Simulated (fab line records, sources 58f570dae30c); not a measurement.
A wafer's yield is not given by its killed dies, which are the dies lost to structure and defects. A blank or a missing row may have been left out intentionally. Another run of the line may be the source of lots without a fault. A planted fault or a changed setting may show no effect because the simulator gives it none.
What tool caused it? -- flow berkeley_cmos170 -- 42 wafers from 14 lots sampled at 3 of the route's 331 steps

== WHAT THE GAUGES READ, wafer by wafer ==
UCB170_NSD_TW_MEAS_10. Usual: NSD_TW 4162, standard deviation 46.
lot,measured,on,NSD_TW,flag
L132,day 6 14:00,film_metro-01,4136 4099 4114,
L133,day 6 17:22,film_metro-04,4227 4226 4218,
L134,day 6 17:46,film_metro-01,4129 4121 4136,
L136,day 7 14:07,film_metro-03,4182 4152 4177,
L138,day 8 01:03,film_metro-04,4179 4183 4165,
L145,day 9 07:58,film_metro-01,4114 4114 4126,
L144,day 9 08:14,film_metro-04,4200 4237 4195,
L146,day 9 18:47,film_metro-04,4191 4208 4215,
L147,day 9 19:05,film_metro-01,4105 4071 4084,
L149,day 10 10:16,film_metro-04,4192 4216 4220,
L148,day 10 10:31,film_metro-01,4123 4114 4121,
L151,day 10 11:31,film_metro-01,4114 4101 4104,
L153,day 11 15:13,film_metro-01,4102 4095 4111,
L155,day 11 15:20,film_metro-04,4212 4208 4209,

UCB170_SDANNEAL_RS_MEAS_03: measures by four-point-probe. Usual: NSD_RS 37.25 ohm/sq, standard deviation 0.087.
lot,measured,on,NSD_RS (ohm/sq),flag
L132,day 6 15:12,film_metro-04,37.27 37.26 37.27,
L133,day 6 18:37,film_metro-04,37.22 37.20 37.18,
L134,day 6 19:08,film_metro-03,37.06 37.20 37.22,
L136,day 7 15:45,film_metro-03,37.09 37.11 37.15,
L138,day 8 02:16,film_metro-04,37.38 37.35 37.35,
L145,day 9 09:31,film_metro-01,37.23 37.33 37.24,
L144,day 9 10:02,film_metro-01,37.12 37.08 37.12,
L146,day 9 20:14,film_metro-01,37.14 37.14 37.16,
L147,day 9 20:25,film_metro-03,37.19 37.34 37.23,
L149,day 10 12:08,film_metro-04,37.27 37.17 37.23,
L148,day 10 12:16,film_metro-01,37.29 37.26 37.26,
L151,day 10 13:09,film_metro-04,37.27 37.31 37.37,
L153,day 11 16:40,film_metro-03,37.30 37.26 37.36,
L155,day 11 16:54,film_metro-04,37.43 37.33 37.35,

UCB170_CONTACT_OVL_MEAS_16. Usual: CONTACT_OVL 3 nm, standard deviation 6.3.
lot,measured,on,CONTACT_OVL (nm),flag
L132,day 6 19:52,overlay-02,2 -1 1,
L133,day 7 02:05,overlay-02,-3 2 9,
L134,day 7 02:01,overlay-01,-4 3 6,
L136,day 7 21:31,overlay-02,4 5 9,
L138,day 8 09:04,overlay-01,-2 -8 -8,
L145,day 9 14:05,overlay-02,17 13 8,
L144,day 9 17:25,overlay-01,5 7 0,
L146,day 10 01:07,overlay-01,-3 1 -3,
L147,day 10 01:13,overlay-02,5 1 -6,
L149,day 10 16:42,overlay-01,10 8 10,
L148,day 10 17:20,overlay-01,-4 -7 -4,
L151,day 10 19:21,overlay-02,21 21 15,
L153,day 11 22:42,overlay-01,2 -4 1,
L155,day 11 22:49,overlay-02,8 8 7,

== WHAT TOOL EACH LOT RAN ON (gives the tool, then ch and the chambers of the sampled wafers, and finally the start) ==
The record shows no process step preceding these readings.

== AS READ BY THE TOOLS THEMSELVES (means over the sampled wafers that have a number; for cases with no such wafer, the mark the record gives instead) ==
The record holds no such reading with a usual standard deviation.

== THE ANSWER, worked out from the rows above alone ==
Rule: lot off if the mean of its wafers having a number is beyond 3 standard deviations from the usual mean. Also off: a lot with no number at a reading for which 4 or more lots have one. The other lots that the step has rows for count as sound. Order of review: gauges by route order, followed by the tools' own readings, for which a lot's mean as printed above is used. The first step at which some lot is off is used, and at that step the reading that is off furthest; a lot without a number counts as furthest.
No lot is off at any reading shown: from this, nothing can be told.

== WHAT THE SIMULATOR HAD INSERTED ==
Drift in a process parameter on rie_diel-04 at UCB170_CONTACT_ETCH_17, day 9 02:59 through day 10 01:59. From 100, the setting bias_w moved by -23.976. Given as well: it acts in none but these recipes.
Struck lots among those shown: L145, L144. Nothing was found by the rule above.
